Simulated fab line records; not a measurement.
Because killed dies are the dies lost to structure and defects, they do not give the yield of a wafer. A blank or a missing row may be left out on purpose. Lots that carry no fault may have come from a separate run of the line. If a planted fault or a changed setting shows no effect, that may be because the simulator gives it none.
fab line records    flow rit_cmos
record: lots: 5  wafers: 15  last_day: 7
route steps=202 shown NSD@133 PSD@142 SDANNEAL@153
lots untouched by any fault: they come from a run of this same line in which no faults occurred
start_h: start of the lot's first displayed wafer, in hours after the record's first day    wait_h: how many hours have passed since the lot's step before this one    " unchanged from the row above    L1.1+2: one row covering several wafers at once    - value missing, or start not given    * or withheld: withheld    < > ~ a bound
route shown NAME@n: a module of which the file shows steps, and the number in the route of the first    usual: average and standard deviation across the fault-free wafers    same: alike in all rows    chamber/n: place in a boat    sites: the reading at each site    _std_site: the standard deviation of these    _edge_site: outer sites' mean less inner sites'    radius_mm: how far each site lies from the wafer's centre    mask NAME#n: copy n    behind: tool/chamber where the wafer was last shaped    hold: why the lot was held/for how many hours/how that ended    device: names the non-switching transistor (n, p or np)    end of line: the same wafers' tests at the end of the route    a step without rows: its recipe alone    killed: dies lost to structure and defects at the first sort, not the wafer's yield    map: a wafer's dies, marking killed ones x, the rest . and places with no die _
set.NAME: the run value of the setting; set.NAME@STEP: its run value at that earlier step    model.NAME: the simulator's own value behind a step, which no gauge read
certain route steps with their lots: each step a table, each wafer a row
services: a tool's chamber out of use, with start hour (start_h, from the record's first day; less than 0 if before it), hours out, and reason
== steps ==
step: RIT_NSD_SOFTBAKE_02
recipe: resist: NOVOLAK  temp_c: 90  time_s: 60
step: RIT_NSD_EXPOSE_03
recipe: mask_id: M9  na: 0.57  target_cd_nm: 40700  dose_mj: 250
step: RIT_NSD_PEB_04
recipe: resist: NOVOLAK  temp_c: withheld  time_s: withheld
step: RIT_NSD_DEVELOP_05
recipe: resist: NOVOLAK  develop_time_s: 50  dev_temp_c: 23
step: RIT_NSD_OVL_MEAS_06
usual: NSD_OVL: 0.4/1.3
lot.wafer  tool        chamber  start_h  wait_h  NSD_OVL[nm]
L236.4     overlay-02  -        78.35    -       0.2
L236.5     "           -        "        "       0.5
L236.6     "           -        "        "       0.6
L237.1     overlay-02  -        87.01    -       2.1
L237.5     "           -        "        "       2.2
L237.6     "           -        "        "       1.1
L240.2     overlay-01  -        97.14    -       0.3
L240.4     "           -        "        "       0.0
L240.5     "           -        "        "       0.9
L250.1     overlay-02  -        150.92   -       -2.5
L250.3     "           -        "        "       0.3
L250.4     "           -        "        "       -2.1
L251.1     overlay-01  -        154.06   -       1.7
L251.3     "           -        "        "       1.4
L251.6     "           -        "        "       1.5
step: RIT_NSD_HARDBAKE_07
recipe: resist: NOVOLAK  temp_c: 140  time_s: 60
step: RIT_NSD_IMPLANT_08
recipe: species: P  energy_kev: 25.35  dose_cm2: 1e+15  tilt_deg: 7
step: RIT_NSD_STRIP_09
recipe: chemistry: O2  time_s: 180  resist: NOVOLAK  platen_temp_c: withheld  power_w: 500  pressure_mtorr: 4000  o2_flow_sccm: 4000
usual: drypump_motor_current_A: 5.6/0.49
lot.wafer  tool             chamber  start_h  wait_h  drypump_motor_current_A  rf_hours_counter_h
L236.4     plasma_asher-03  0        78.72    0.1     5.1                      -
L236.5     "                0        "        "       5.2                      -
L236.6     "                1        "        "       6.1                      -
L237.1     plasma_asher-03  1        87.35    0.1     6.0                      47
L237.5     "                0        "        "       5.2                      -
L237.6     "                1        "        "       6.1                      -
L240.2     plasma_asher-02  1        97.47    0.1     4.9                      39
L240.4     "                1        "        "       4.8                      -
L240.5     "                1        "        "       4.9                      -
L250.1     plasma_asher-01  0        151.26   0.1     5.6                      51
L250.3     "                1        "        "       5.6                      -
L250.4     "                0        "        "       5.6                      -
L251.1     plasma_asher-01  0        154.40   0.1     5.6                      52
L251.3     "                0        "        "       5.6                      -
L251.6     "                0        "        "       5.6                      -
step: RIT_NSD_TW_MEAS_10
usual: NSD_TW: 3131/15
lot.wafer  tool           chamber  start_h  wait_h  NSD_TW
L236.4     film_metro-02  -        78.87    0.1     3124
L236.5     "              -        "        "       3123
L236.6     "              -        "        "       3136
L237.1     film_metro-03  -        87.52    0.1     3146
L237.5     "              -        "        "       3141
L237.6     "              -        "        "       3135
L240.2     film_metro-03  -        97.66    0.1     3104
L240.4     "              -        "        "       3109
L240.5     "              -        "        "       3098
L250.1     film_metro-04  -        151.43   0.1     3144
L250.3     "              -        "        "       3136
L250.4     "              -        "        "       3123
L251.1     film_metro-02  -        154.57   0.1     3164
L251.3     "              -        "        "       3133
L251.6     "              -        "        "       3145
step: RIT_PSD_HMDS_00
recipe: prime_time_s: 60  prime_temp_c: 140
step: RIT_PSD_COAT_01
recipe: resist: NOVOLAK  spin_rpm: 3250  resist_thk_nm: 1000
step: RIT_PSD_SOFTBAKE_02
recipe: resist: NOVOLAK  temp_c: 90  time_s: 60
step: RIT_PSD_EXPOSE_03
recipe: mask_id: M10  na: 0.57  target_cd_nm: 40900  dose_mj: 250
lot.wafer   tool              chamber  start_h  wait_h  mask
L236.4+5+6  iline_stepper-02  0        79.53    0.2     M10#0
L237.1+5+6  iline_stepper-02  0        88.03    0.1     M10#0
L240.2+4+5  iline_stepper-02  0        98.18    0.1     M9#0
L250.1+3+4  iline_stepper-01  0        151.94   0.1     M10#0
L251.1+3+6  iline_stepper-02  0        155.21   0.2     M10#0
step: RIT_PSD_PEB_04
recipe: resist: NOVOLAK  temp_c: withheld  time_s: withheld
step: RIT_PSD_DEVELOP_05
recipe: resist: NOVOLAK  develop_time_s: 50  dev_temp_c: 23
step: RIT_PSD_OVL_MEAS_06
usual: PSD_OVL: 0.0/1.5
lot.wafer  tool        chamber  start_h  wait_h  PSD_OVL[nm]
L236.4     overlay-01  -        79.89    -       1.8
L236.5     "           -        "        "       1.2
L236.6     "           -        "        "       3.2
L237.1     overlay-01  -        88.43    -       1.1
L237.5     "           -        "        "       0.3
L237.6     "           -        "        "       1.0
L240.2     overlay-01  -        98.56    -       -
L240.4     "           -        "        "       -
L240.5     "           -        "        "       -
L250.1     overlay-01  -        152.34   -       -0.7
L250.3     "           -        "        "       0.6
L250.4     "           -        "        "       -0.7
L251.1     overlay-01  -        155.61   -       -1.9
L251.3     "           -        "        "       -2.5
L251.6     "           -        "        "       -1.8
step: RIT_PSD_HARDBAKE_07
recipe: resist: NOVOLAK  temp_c: 140  time_s: 60
step: RIT_PSD_IMPLANT_08
recipe: species: BF2  energy_kev: 27  dose_cm2: 5.057e+15  tilt_deg: 7
step: RIT_PSD_STRIP_09
recipe: chemistry: O2  time_s: 180  resist: NOVOLAK  platen_temp_c: withheld  power_w: 500  pressure_mtorr: 4000  o2_flow_sccm: 4000
usual: drypump_motor_current_A: 5.5/0.44
lot.wafer  tool             chamber  start_h  wait_h  drypump_motor_current_A  rf_hours_counter_h
L236.4     plasma_asher-04  1        80.27    0.1     5.6                      -
L236.5     "                1        "        "       5.6                      -
L236.6     "                0        "        "       5.2                      -
L237.1     plasma_asher-02  1        88.77    0.1     4.9                      38
L237.5     "                1        "        "       4.9                      -
L237.6     "                0        "        "       6.3                      -
L240.2     plasma_asher-04  0        98.89    0.1     5.2                      34
L240.4     "                0        "        "       5.2                      -
L240.5     "                0        "        "       5.2                      -
L250.1     plasma_asher-01  0        152.68   0.1     5.6                      52
L250.3     "                1        "        "       5.7                      -
L250.4     "                0        "        "       5.6                      -
L251.1     plasma_asher-01  0        155.94   0.1     5.6                      52
L251.3     "                0        "        "       5.6                      -
L251.6     "                1        "        "       5.6                      -
step: RIT_PSD_TW_MEAS_10
usual: PSD_TW: 3431/15
lot.wafer  tool           chamber  start_h  wait_h  PSD_TW
L236.4     film_metro-04  -        80.42    0.1     3433
L236.5     "              -        "        "       3434
L236.6     "              -        "        "       3427
L237.1     film_metro-04  -        88.95    0.1     3438
L237.5     "              -        "        "       3455
L237.6     "              -        "        "       3451
L240.2     film_metro-04  -        99.08    0.1     30
L240.4     "              -        "        "       30
L240.5     "              -        "        "       30
L250.1     film_metro-02  -        152.86   0.1     3454
L250.3     "              -        "        "       3445
L250.4     "              -        "        "       3465
L251.1     film_metro-04  -        156.12   0.1     3426
L251.3     "              -        "        "       3422
L251.6     "              -        "        "       3413
step: RIT_SDANNEAL_CLEAN_00
recipe: chemistry: SC1  mix: 3:3:50  time_s: 600  temp_c: 75
== services ==
tool              chamber  start_h  hours  kind
plasma_asher-01   -        83.32    14.6   pm
plasma_asher-02   -        108.75   9.0    pm
plasma_asher-02   0        108.75   9.0    vent_cycle
plasma_asher-02   1        108.75   9.0    vent_cycle
plasma_asher-02   -        117.75   2.8    pm
plasma_asher-02   0        117.75   -      clean
plasma_asher-02   1        117.75   -      clean
iline_stepper-01  -        135.02   2.7    repair
== key ==
first_sign: step: RIT_PSD_EXPOSE_03  reading: mask  direction: changed
effect: step: RIT_PSD_OVL_MEAS_06  reading: PSD_OVL  direction: missing
effect: step: RIT_PSD_TW_MEAS_10  reading: PSD_TW  direction: down  sigmas: 99+  usual: 3431  struck: 30
met_at RIT_PSD_EXPOSE_03
struck_wafers L240.2,L240.4,L240.5
sort_left_out L240.2,L240.4,L240.5
tester_left_out L240
onset_between 88.03 98.18
fault: kind: wrong_mask  tool: any  chamber: -  onset_h: 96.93  steps: RIT_PSD_EXPOSE_03  aux_copy: M9#0  scope: struck_lots_only
tester_left_out: of these lots the tester's yield and bins aren't shown, on N5 and GAA mostly nor the transistor test; their killed dies are dies lost to structure and defects alone, not to doping, threshold or leakage, so they don't give the yield
sort_left_out: the simulated sort isn't trusted on such a fault, so these wafers' sort isn't shown, and their yield isn't known
